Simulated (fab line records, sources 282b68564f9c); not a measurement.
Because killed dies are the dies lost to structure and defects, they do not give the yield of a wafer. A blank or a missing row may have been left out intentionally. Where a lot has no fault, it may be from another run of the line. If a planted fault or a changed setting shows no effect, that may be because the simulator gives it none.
Which of the tools did it? | flow rit cmos | 36 wafers from 12 lots sampled at 3 of the route's 202 steps

WHAT THE GAUGES READ, wafer by wafer
RIT_ACTIVE_THK_MEAS_04.
lot  | measured    | on            | ACTIVE_NITRIDE_THK (nm)
L778 | day 1 13:32 | film metro-01 | 148.3 148.6 146.8
L779 | day 1 19:27 | film metro-04 | 149.4 148.2 147.9
L780 | day 1 23:32 | film metro-01 | 149.4 149.5 149.1
L781 | day 2 04:32 | film metro-01 | 148.1 148.7 148.6
L782 | day 2 09:56 | film metro-01 | 150.9 151.0 150.6
L783 | day 2 14:32 | film metro-02 | 150.1 149.7 150.0
L787 | day 3 12:03 | film metro-02 | 152.3 151.6 151.1
L790 | day 4 01:57 | film metro-02 | 151.8 153.4 153.1
L792 | day 4 11:38 | film metro-02 | 148.1 148.5 149.0
L797 | day 5 13:02 | film metro-02 | 149.2 149.4 149.2
L798 | day 5 18:03 | film metro-04 | 149.5 149.2 150.7
L800 | day 6 04:19 | film metro-04 | 148.8 148.6 148.3

RIT_GATE_OVL_MEAS_17.
lot  | measured    | on         | GATE_OVL (nm)
L778 | day 2 13:56 | overlay-01 | -0.7 -0.1 -1.7
L779 | day 2 18:57 | overlay-01 | -1.3 -1.8 -2.1
L780 | day 3 00:53 | overlay-01 | -1.9 -3.4 -1.8
L781 | day 3 03:22 | overlay-01 | -3.6 -1.4 -1.9
L782 | day 3 11:04 | overlay-02 | 1.0 -0.3 1.4
L783 | day 3 15:29 | overlay-01 | 3.7 1.9 0.5
L787 | day 4 10:28 | overlay-01 | 0.4 -0.1 -1.0
L790 | day 5 04:28 | overlay-01 | -4.5 -2.6 -2.6
L792 | day 5 13:19 | overlay-01 | -0.4 0.0 1.5
L797 | day 6 15:51 | overlay-01 | -0.1 1.3 2.1
L798 | day 6 19:34 | overlay-02 | 2.3 0.1 0.7
L800 | day 7 07:11 | overlay-01 | 0.4 -0.1 0.8

EACH LOT AND THE TOOL THAT RAN IT (in order: tool; ch and the chambers of the sampled wafers; start)
lot  | RIT_ACTIVE_STRIP_14
L778 | plasma asher-03 ch 0,1, day 1 14:50
L779 | plasma asher-01 ch 0,1, day 1 20:49
L780 | plasma asher-01 ch 0,1, day 2 00:50
L781 | plasma asher-02 ch 0,1, day 2 05:58
L782 | plasma asher-02 ch 0,1, day 2 11:22
L783 | plasma asher-02 ch 0,1, day 2 15:58
L787 | plasma asher-02 ch 0,1, day 3 13:36
L790 | plasma asher-02 ch 0,1, day 4 03:25
L792 | plasma asher-02 ch 0,1, day 4 13:04
L797 | plasma asher-01 ch 0,1, day 5 14:20
L798 | plasma asher-03 ch 0,1, day 5 19:31
L800 | plasma asher-03 ch 0,1, day 6 05:38
- RIT_ACTIVE_STRIP_14: strips in O2, time 180 s.

AS READ BY THE TOOLS THEMSELVES (means over the sampled wafers that have a number; for cases with no such wafer, the mark the record gives instead)
RIT_ACTIVE_STRIP_14.
lot  | tool            | chamber pressure mTorr (mTorr) | drypump motor current A (A)
L778 | plasma asher-03 | 3999                           | 6.1
L779 | plasma asher-01 | 4003                           | 5.2
L780 | plasma asher-01 | 4001                           | 5.2
L781 | plasma asher-02 | 4001                           | 5.6
L782 | plasma asher-02 | 4000                           | 5.6
L783 | plasma asher-02 | 4005                           | 5.2
L787 | plasma asher-02 | 4000                           | 5.2
L790 | plasma asher-02 | 3999                           | 5.6
L792 | plasma asher-02 | 4000                           | 5.2
L797 | plasma asher-01 | 4001                           | 5.2
L798 | plasma asher-03 | 4000                           | 6.1
L800 | plasma asher-03 | 4001                           | 6.0

THE ANSWER, worked out from the rows above alone
Rule: usual is defined by the lots themselves. The widest of any qualifying gaps counts: lots, ordered by their means at a reading, are off when they make up no more than a third of the lots, leave a main group of 4 or more, and stand apart from it by 3 or more times the standard deviation of that group's means. A main group is skipped when, at the precision printed for the reading in the tables above, its means are all equal. A lot without any number at a reading at which 4 lots or more have one is off too. Where the step has rows for the other lots, those lots are counted as sound. The gauges are gone through in route order, then the tools' own readings, and for those a lot's mean is taken as printed above. At the first step where some lot is off, the reading lying furthest off is the one used; lots without a number count as furthest.
No lot is off at any reading shown: from this, nothing can be told.

WHAT WAS PUT IN BY THE SIMULATOR
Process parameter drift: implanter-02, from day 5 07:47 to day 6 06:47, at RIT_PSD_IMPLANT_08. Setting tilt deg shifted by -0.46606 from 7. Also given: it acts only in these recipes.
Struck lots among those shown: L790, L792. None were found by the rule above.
